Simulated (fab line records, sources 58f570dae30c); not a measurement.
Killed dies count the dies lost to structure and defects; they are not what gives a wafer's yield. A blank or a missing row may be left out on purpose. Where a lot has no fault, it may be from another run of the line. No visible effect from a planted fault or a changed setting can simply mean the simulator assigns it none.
What tool caused it? || flow berkeley cmos170 || 14 lots, 42 wafers sampled, at 5 steps of a route of 331

WHAT EACH GAUGE READ, for each wafer
UCB170_M1_CD_MEAS_90: target cd 700 nm. Usual: cd nm at 700.4 nm, with a standard deviation of 2.8.
{"lot": "L833", "measured": "day 7 00:33", "on": "cd sem-01", "cd nm (nm)": "695.9 692.9 694.6", "flag": ""}
{"lot": "L835", "measured": "day 8 01:31", "on": "cd sem-01", "cd nm (nm)": "699.2 696.5 700.8", "flag": ""}
{"lot": "L834", "measured": "day 8 01:37", "on": "cd sem-01", "cd nm (nm)": "701.1 697.5 699.2", "flag": ""}
{"lot": "L836", "measured": "day 8 04:16", "on": "cd sem-01", "cd nm (nm)": "696.8 702.5 699.7", "flag": ""}
{"lot": "L840", "measured": "day 8 14:22", "on": "cd sem-01", "cd nm (nm)": "699.4 698.5 698.5", "flag": ""}
{"lot": "L839", "measured": "day 8 15:47", "on": "cd sem-01", "cd nm (nm)": "702.7 696.8 700.6", "flag": ""}
{"lot": "L842", "measured": "day 8 19:22", "on": "cd sem-02", "cd nm (nm)": "699.1 702.0 700.0", "flag": ""}
{"lot": "L846", "measured": "day 10 11:33", "on": "cd sem-02", "cd nm (nm)": "702.6 695.7 699.8", "flag": ""}
{"lot": "L847", "measured": "day 10 21:04", "on": "cd sem-02", "cd nm (nm)": "701.0 703.2 702.4", "flag": ""}
{"lot": "L851", "measured": "day 11 03:22", "on": "cd sem-01", "cd nm (nm)": "704.4 703.1 703.8", "flag": ""}
{"lot": "L853", "measured": "day 11 09:53", "on": "cd sem-01", "cd nm (nm)": "698.1 699.6 700.3", "flag": ""}
{"lot": "L856", "measured": "day 12 03:04", "on": "cd sem-02", "cd nm (nm)": "698.6 700.0 697.4", "flag": ""}
{"lot": "L855", "measured": "day 12 03:43", "on": "cd sem-01", "cd nm (nm)": "701.5 697.3 698.6", "flag": ""}
{"lot": "L854", "measured": "day 12 05:23", "on": "cd sem-02", "cd nm (nm)": "701.5 698.5 699.2", "flag": ""}

UCB170_V1_OVL_MEAS_13. Usual: V1_OVL gives -1 nm (standard deviation 4.5).
{"lot": "L833", "measured": "day 7 05:20", "on": "overlay-01", "V1_OVL (nm)": "1 -2 -1", "flag": ""}
{"lot": "L835", "measured": "day 8 07:10", "on": "overlay-02", "V1_OVL (nm)": "-8 -4 -6", "flag": ""}
{"lot": "L834", "measured": "day 8 07:22", "on": "overlay-02", "V1_OVL (nm)": "-8 -7 -4", "flag": ""}
{"lot": "L836", "measured": "day 8 12:09", "on": "overlay-02", "V1_OVL (nm)": "-3 -4 -11", "flag": ""}
{"lot": "L840", "measured": "day 8 20:03", "on": "overlay-01", "V1_OVL (nm)": "-10 -1 4", "flag": ""}
{"lot": "L839", "measured": "day 8 20:35", "on": "overlay-02", "V1_OVL (nm)": "-5 -11 -8", "flag": ""}
{"lot": "L842", "measured": "day 9 04:28", "on": "overlay-01", "V1_OVL (nm)": "6 0 2", "flag": ""}
{"lot": "L846", "measured": "day 10 16:29", "on": "overlay-01", "V1_OVL (nm)": "1 -3 -2", "flag": ""}
{"lot": "L847", "measured": "day 11 06:37", "on": "overlay-01", "V1_OVL (nm)": "6 5 4", "flag": ""}
{"lot": "L851", "measured": "day 11 08:08", "on": "overlay-02", "V1_OVL (nm)": "-6 -2 -3", "flag": ""}
{"lot": "L853", "measured": "day 11 16:22", "on": "overlay-01", "V1_OVL (nm)": "-5 -4 2", "flag": ""}
{"lot": "L856", "measured": "day 12 11:27", "on": "overlay-01", "V1_OVL (nm)": "2 0 8", "flag": ""}
{"lot": "L855", "measured": "day 12 11:44", "on": "overlay-01", "V1_OVL (nm)": "1 2 3", "flag": ""}
{"lot": "L854", "measured": "day 12 11:34", "on": "overlay-01", "V1_OVL (nm)": "-6 -5 -3", "flag": ""}

UCB170_M3_OVL_MEAS_16. Usual: M3_OVL gives -1 nm (standard deviation 5.4).
{"lot": "L833", "measured": "day 7 14:12", "on": "overlay-02", "M3_OVL (nm)": "-4 -6 -4", "flag": ""}
{"lot": "L835", "measured": "day 8 16:28", "on": "overlay-02", "M3_OVL (nm)": "2 3 6", "flag": ""}
{"lot": "L834", "measured": "day 8 16:59", "on": "overlay-02", "M3_OVL (nm)": "-2 1 -2", "flag": ""}
{"lot": "L836", "measured": "day 8 20:19", "on": "overlay-02", "M3_OVL (nm)": "-2 -1 -6", "flag": ""}
{"lot": "L840", "measured": "day 9 07:56", "on": "overlay-02", "M3_OVL (nm)": "2 6 10", "flag": ""}
{"lot": "L846", "measured": "day 11 01:48", "on": "overlay-01", "M3_OVL (nm)": "4 -2 5", "flag": ""}
{"lot": "L847", "measured": "day 11 16:39", "on": "overlay-02", "M3_OVL (nm)": "-2 0 1", "flag": ""}
{"lot": "L851", "measured": "day 11 16:53", "on": "overlay-01", "M3_OVL (nm)": "-4 -3 -7", "flag": ""}
{"lot": "L853", "measured": "day 12 01:34", "on": "overlay-02", "M3_OVL (nm)": "0 -1 1", "flag": ""}
{"lot": "L856", "measured": "day 12 20:18", "on": "overlay-01", "M3_OVL (nm)": "-8 -1 -1", "flag": ""}
{"lot": "L855", "measured": "day 12 21:46", "on": "overlay-02", "M3_OVL (nm)": "-5 -8 -14", "flag": ""}
{"lot": "L854", "measured": "day 12 21:38", "on": "overlay-01", "M3_OVL (nm)": "-8 1 5", "flag": ""}

TOOL THAT RAN EACH LOT (tool first, then ch and the chambers of the sampled wafers, then the start)
{"lot": "L833", "UCB170_V2_ETCH_14": "rie diel-03 ch 0,2,3, day 7 11:46", "UCB170_V2_STRIP_15": "plasma asher-01 ch 0, day 7 11:56"}
{"lot": "L835", "UCB170_V2_ETCH_14": "rie diel-01 ch 1,2,3, day 8 13:13", "UCB170_V2_STRIP_15": "plasma asher-03 ch 0,1, day 8 13:24"}
{"lot": "L834", "UCB170_V2_ETCH_14": "rie diel-01 ch 1,2,3, day 8 13:49", "UCB170_V2_STRIP_15": "plasma asher-01 ch 0,1, day 8 14:00"}
{"lot": "L836", "UCB170_V2_ETCH_14": "rie diel-04 ch 1,2,3, day 8 17:39", "UCB170_V2_STRIP_15": "plasma asher-03 ch 0,1, day 8 17:50"}
{"lot": "L840", "UCB170_V2_ETCH_14": "rie diel-04 ch 0,3, day 9 03:47", "UCB170_V2_STRIP_15": "plasma asher-03 ch 0,1, day 9 03:58"}
{"lot": "L839", "UCB170_V2_ETCH_14": "rie diel-04 ch 1,2, day 9 04:29", "UCB170_V2_STRIP_15": "plasma asher-01 ch 0,1, day 9 04:39"}
{"lot": "L842", "UCB170_V2_ETCH_14": "rie diel-04 ch 0,2,3, day 9 12:02", "UCB170_V2_STRIP_15": "plasma asher-03 ch 0,1, day 9 12:13"}
{"lot": "L846", "UCB170_V2_ETCH_14": "rie diel-01 ch 1,2,3, day 10 22:48", "UCB170_V2_STRIP_15": "plasma asher-03 ch 0,1, day 10 22:59"}
{"lot": "L847", "UCB170_V2_ETCH_14": "rie diel-03 ch 0,1,3, day 11 12:37", "UCB170_V2_STRIP_15": "plasma asher-03 ch 0,1, day 11 12:48"}
{"lot": "L851", "UCB170_V2_ETCH_14": "rie diel-01 ch 0,3, day 11 13:49", "UCB170_V2_STRIP_15": "plasma asher-02 ch 0,1, day 11 14:01"}
{"lot": "L853", "UCB170_V2_ETCH_14": "rie diel-03 ch 0,3, day 11 22:29", "UCB170_V2_STRIP_15": "plasma asher-03 ch 0,1, day 11 22:40"}
{"lot": "L856", "UCB170_V2_ETCH_14": "rie diel-04 ch 0,1,3, day 12 17:31", "UCB170_V2_STRIP_15": "plasma asher-03 ch 0,1, day 12 17:42"}
{"lot": "L855", "UCB170_V2_ETCH_14": "rie diel-01 ch 2,3, day 12 18:19", "UCB170_V2_STRIP_15": "plasma asher-03 ch 0,1, day 12 18:32"}
{"lot": "L854", "UCB170_V2_ETCH_14": "rie diel-04 ch 0,1,3, day 12 18:12", "UCB170_V2_STRIP_15": "plasma asher-02 ch 0,1, day 12 18:23"}
- UCB170_V2_ETCH_14: etches SiO2 in CHF3/CF4/Ar, stops on Al, target depth 1250 nm, time 295.2 s.
- UCB170_V2_STRIP_15: strips in O2.

AS READ BY THE TOOLS THEMSELVES (means over the sampled wafers that have a number; for cases with no such wafer, the mark the record gives instead)
UCB170_V2_ETCH_14. Usual: chamber pressure mTorr 200.01 mTorr, standard deviation 0.17; drypump motor current A 5.8 A, standard deviation 0.47; oes product au 0.871 a.u., standard deviation 0.01; throttle valve pct 7.02 %, standard deviation 0.093.
{"lot": "L833", "tool": "rie diel-03", "chamber pressure mTorr (mTorr)": 200.00, "drypump motor current A (A)": 5.9, "oes product au (a.u.)": 0.875, "throttle valve pct (%)": 6.95, "flag": ""}
{"lot": "L835", "tool": "rie diel-01", "chamber pressure mTorr (mTorr)": 200.00, "drypump motor current A (A)": 6.1, "oes product au (a.u.)": 0.883, "throttle valve pct (%)": 7.05, "flag": ""}
{"lot": "L834", "tool": "rie diel-01", "chamber pressure mTorr (mTorr)": 199.98, "drypump motor current A (A)": 6.1, "oes product au (a.u.)": 0.878, "throttle valve pct (%)": 7.04, "flag": ""}
{"lot": "L836", "tool": "rie diel-04", "chamber pressure mTorr (mTorr)": 199.91, "drypump motor current A (A)": 5.3, "oes product au (a.u.)": 0.862, "throttle valve pct (%)": 6.98, "flag": ""}
{"lot": "L840", "tool": "rie diel-04", "chamber pressure mTorr (mTorr)": 199.89, "drypump motor current A (A)": 5.8, "oes product au (a.u.)": 0.871, "throttle valve pct (%)": 7.00, "flag": ""}
{"lot": "L839", "tool": "rie diel-04", "chamber pressure mTorr (mTorr)": 199.96, "drypump motor current A (A)": 5.1, "oes product au (a.u.)": 0.767, "throttle valve pct (%)": 7.06, "flag": "OFF"}
{"lot": "L842", "tool": "rie diel-04", "chamber pressure mTorr (mTorr)": 199.82, "drypump motor current A (A)": 5.6, "oes product au (a.u.)": 0.767, "throttle valve pct (%)": 6.99, "flag": "OFF"}
{"lot": "L846", "tool": "rie diel-01", "chamber pressure mTorr (mTorr)": 200.08, "drypump motor current A (A)": 6.1, "oes product au (a.u.)": 0.883, "throttle valve pct (%)": 7.04, "flag": ""}
{"lot": "L847", "tool": "rie diel-03", "chamber pressure mTorr (mTorr)": 199.94, "drypump motor current A (A)": 6.1, "oes product au (a.u.)": 0.867, "throttle valve pct (%)": 7.01, "flag": ""}
{"lot": "L851", "tool": "rie diel-01", "chamber pressure mTorr (mTorr)": 199.95, "drypump motor current A (A)": 6.1, "oes product au (a.u.)": 0.891, "throttle valve pct (%)": 6.98, "flag": ""}
{"lot": "L853", "tool": "rie diel-03", "chamber pressure mTorr (mTorr)": 200.04, "drypump motor current A (A)": 5.9, "oes product au (a.u.)": 0.868, "throttle valve pct (%)": 6.95, "flag": ""}
{"lot": "L856", "tool": "rie diel-04", "chamber pressure mTorr (mTorr)": 199.91, "drypump motor current A (A)": 5.5, "oes product au (a.u.)": 0.875, "throttle valve pct (%)": 6.98, "flag": ""}
{"lot": "L855", "tool": "rie diel-01", "chamber pressure mTorr (mTorr)": 200.25, "drypump motor current A (A)": 6.0, "oes product au (a.u.)": 0.882, "throttle valve pct (%)": 7.07, "flag": ""}
{"lot": "L854", "tool": "rie diel-04", "chamber pressure mTorr (mTorr)": 199.97, "drypump motor current A (A)": 5.5, "oes product au (a.u.)": 0.877, "throttle valve pct (%)": 6.98, "flag": ""}

UCB170_V2_STRIP_15. Usual: chamber pressure mTorr 3500 mTorr, standard deviation 3.4; drypump motor current A 5.6 A, standard deviation 0.44; oes product au 0.721 a.u., standard deviation 0.0044; strip time to endpoint s 15.24 s, standard deviation 0.13.
{"lot": "L833", "tool": "plasma asher-01", "chamber pressure mTorr (mTorr)": 3503, "drypump motor current A (A)": 6.0, "oes product au (a.u.)": 0.718, "strip time to endpoint s (s)": 15.22, "flag": ""}
{"lot": "L835", "tool": "plasma asher-03", "chamber pressure mTorr (mTorr)": 3503, "drypump motor current A (A)": 5.3, "oes product au (a.u.)": 0.723, "strip time to endpoint s (s)": 15.20, "flag": ""}
{"lot": "L834", "tool": "plasma asher-01", "chamber pressure mTorr (mTorr)": 3500, "drypump motor current A (A)": 5.5, "oes product au (a.u.)": 0.724, "strip time to endpoint s (s)": 15.17, "flag": ""}
{"lot": "L836", "tool": "plasma asher-03", "chamber pressure mTorr (mTorr)": 3500, "drypump motor current A (A)": 5.3, "oes product au (a.u.)": 0.721, "strip time to endpoint s (s)": 15.16, "flag": ""}
{"lot": "L840", "tool": "plasma asher-03", "chamber pressure mTorr (mTorr)": 3500, "drypump motor current A (A)": 5.5, "oes product au (a.u.)": 0.719, "strip time to endpoint s (s)": 15.24, "flag": ""}
{"lot": "L839", "tool": "plasma asher-01", "chamber pressure mTorr (mTorr)": 3501, "drypump motor current A (A)": 5.7, "oes product au (a.u.)": 0.725, "strip time to endpoint s (s)": 17.56, "flag": "OFF"}
{"lot": "L842", "tool": "plasma asher-03", "chamber pressure mTorr (mTorr)": 3501, "drypump motor current A (A)": 5.3, "oes product au (a.u.)": 0.724, "strip time to endpoint s (s)": 17.60, "flag": "OFF"}
{"lot": "L846", "tool": "plasma asher-03", "chamber pressure mTorr (mTorr)": 3499, "drypump motor current A (A)": 5.5, "oes product au (a.u.)": 0.720, "strip time to endpoint s (s)": 15.35, "flag": ""}
{"lot": "L847", "tool": "plasma asher-03", "chamber pressure mTorr (mTorr)": 3499, "drypump motor current A (A)": 5.6, "oes product au (a.u.)": 0.725, "strip time to endpoint s (s)": 15.25, "flag": ""}
{"lot": "L851", "tool": "plasma asher-02", "chamber pressure mTorr (mTorr)": 3500, "drypump motor current A (A)": 5.9, "oes product au (a.u.)": 0.716, "strip time to endpoint s (s)": 15.37, "flag": ""}
{"lot": "L853", "tool": "plasma asher-03", "chamber pressure mTorr (mTorr)": 3500, "drypump motor current A (A)": 5.5, "oes product au (a.u.)": 0.720, "strip time to endpoint s (s)": 15.25, "flag": ""}
{"lot": "L856", "tool": "plasma asher-03", "chamber pressure mTorr (mTorr)": 3498, "drypump motor current A (A)": 5.6, "oes product au (a.u.)": 0.722, "strip time to endpoint s (s)": 15.26, "flag": ""}
{"lot": "L855", "tool": "plasma asher-03", "chamber pressure mTorr (mTorr)": 3500, "drypump motor current A (A)": 5.3, "oes product au (a.u.)": 0.726, "strip time to endpoint s (s)": 15.19, "flag": ""}
{"lot": "L854", "tool": "plasma asher-02", "chamber pressure mTorr (mTorr)": 3498, "drypump motor current A (A)": 5.9, "oes product au (a.u.)": 0.723, "strip time to endpoint s (s)": 15.35, "flag": ""}

THE ANSWER, worked out from the rows above alone
Rule: lot off if the mean of its wafers having a number is beyond 3 standard deviations from the usual mean. A lot without any number at a reading at which 4 lots or more have one is off too. The other lots that the step has rows for count as sound. First the gauges in route order, then the tools' own readings, where a lot's mean is used as printed above. The first step at which some lot is off is used, and at that step the reading that is off furthest; a lot without a number counts as furthest.
Off: L839, L842 (UCB170_V2_ETCH_14, oes product au).
If a tool, at that step or one of the process steps before it, ran each lot that is off and ran no sound lot following the first of them, it fits. No candidate that was tried fits.

WHAT HAD BEEN PUT IN BY THE SIMULATOR
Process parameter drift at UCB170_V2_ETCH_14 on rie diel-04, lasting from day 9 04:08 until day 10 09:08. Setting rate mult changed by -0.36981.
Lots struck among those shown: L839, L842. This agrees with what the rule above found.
